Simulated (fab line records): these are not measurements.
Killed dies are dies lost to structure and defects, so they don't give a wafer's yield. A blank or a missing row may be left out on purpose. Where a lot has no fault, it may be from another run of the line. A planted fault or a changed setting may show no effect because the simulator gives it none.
Problem report, 8D (eight disciplines) form, completed by code || flow berkeley cmos170 || the parts of the form that need people (team, actions taken, sign-off) are left out

== 1. PROBLEM STATEMENT ==
PSD_TW at UCB170_PSD_TW_MEAS_10 reads a mean of 2068 on 6 wafers of 2 lots; wafers without a fault read 2316 with a standard deviation of 22. Measured from the usual mean, that is -11 standard deviations.
First observed at day 8 02:08: wafer L952.2, on film metro-03. At this step, 42 wafers from 14 lots have a number in the record. Rule for "out" (also "out of limits"): further than 4 standard deviations from the usual mean. The other wafers with a number count as sound.

== 2. WHAT IT IS; WHAT IT IS NOT ==
{"question": "which readings at this step", "is": "PSD_TW", "is not": "-"}
{"question": "which lots", "is": "L952, L954", "is not": "L943, L944, L945, L946, L948, L958, L959, L960, L962, L963, L964, L966"}
{"question": "which wafers of those lots", "is": "all that have a number", "is not": "-"}
{"question": "read on which gauges", "is": "film metro-01, film metro-03", "is not": "film metro-04"}
{"question": "when", "is": "from day 8 02:08", "is not": "up to then (15 sound wafers); but 21 sound wafers of L958, L959, L960, L962, L963, L964, L966 came after"}

== 3. THE SUSPECTS, EACH WITH WHAT RULES IT OUT ==
Counting: a tool at any process step up to the reading remains a suspect when it ran all the lots that are out and ran no sound lot after the first of those.
- the gauge at UCB170_PSD_TW_MEAS_10: ruled out. Those wafers that are out were read across 2 gauges (film metro-01, film metro-03).
- implanter-04 at UCB170_PSD_IMPLANT_08: kept. All lots that are out passed through it, beginning with L952 at day 8 01:55, and no sound lot followed; its final sound lot before that point was L946 at day 6 17:16. Out on those wafers are its own readings of dose ions cm2, faraday current uA.
After counting, what remains is implanter-04 at UCB170_PSD_IMPLANT_08.

== 4. THE CAUSE (what the simulator had put in) ==
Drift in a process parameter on implanter-04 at UCB170_PSD_IMPLANT_08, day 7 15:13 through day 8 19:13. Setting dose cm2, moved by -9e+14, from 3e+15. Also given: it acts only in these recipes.
Counting left only this tool.

== 5. THE EFFECT CHAIN, in route order ==
Each row: a reading where the mean over the struck wafers with a number is more than 3 standard deviations away from the usual. Only readings for which the record gives a usual standard deviation are gone through. hours: the time from each lot's start at the first step in this table that gives one to its start at this step, as a median over the lots. sigmas: the change in usual standard deviations.
{"hours": 0, "step": "UCB170_PSD_IMPLANT_08", "reading": "dose ions cm2", "usual": 3e+15, "on struck wafers": 2e+15, "change": -9e+14, "sigmas": "-99 or more"}
{"hours": 0, "step": "UCB170_PSD_IMPLANT_08", "reading": "end station pressure torr", "usual": "1.24e-05 Torr", "on struck wafers": 1.03e-05, "change": -2.05e-06, "sigmas": -3.3}
{"hours": 0, "step": "UCB170_PSD_IMPLANT_08", "reading": "faraday current uA", "usual": 9212, "on struck wafers": 6560, "change": -2652, "sigmas": -13}
{"hours": 0, "step": "UCB170_PSD_STRIP_09", "reading": "oes product au", "usual": "0.601 a.u.", "on struck wafers": 0.656, "change": "+0.055", "sigmas": "+13"}
{"hours": 0, "step": "UCB170_PSD_STRIP_09", "reading": "strip time to endpoint s", "usual": "29.44 s", "on struck wafers": 25.76, "change": -3.68, "sigmas": -48}
{"hours": 0, "step": "UCB170_PSD_TW_MEAS_10", "reading": "PSD_TW", "usual": 2316, "on struck wafers": 2068, "change": -248, "sigmas": -11}
{"hours": 4, "step": "UCB170_SDANNEAL_RS_MEAS_02", "reading": "PSD_RS", "usual": "75.5 ohm/sq", "on struck wafers": 96.4, "change": "+20.9", "sigmas": "+68"}
Here are the process steps it includes:
- UCB170_PSD_IMPLANT_08
- UCB170_PSD_STRIP_09: strips in O2.

== 6. HOW IT WOULD HAVE BEEN CAUGHT EARLIER ==
The first out-of-limits reading at a measuring or inspecting step in this record came at day 8 02:08, 11 hours after the fault's start at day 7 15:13.
The tool's own readings at UCB170_PSD_IMPLANT_08 were out on every struck wafer that the step has a row for (dose ions cm2, faraday current uA): an alarm limit on them would have fired on the first of those.
L954, from the lots that are out (2), started UCB170_PSD_IMPLANT_08 on implanter-04 later than day 8 02:08. A hold on the tool at that time would have spared it.
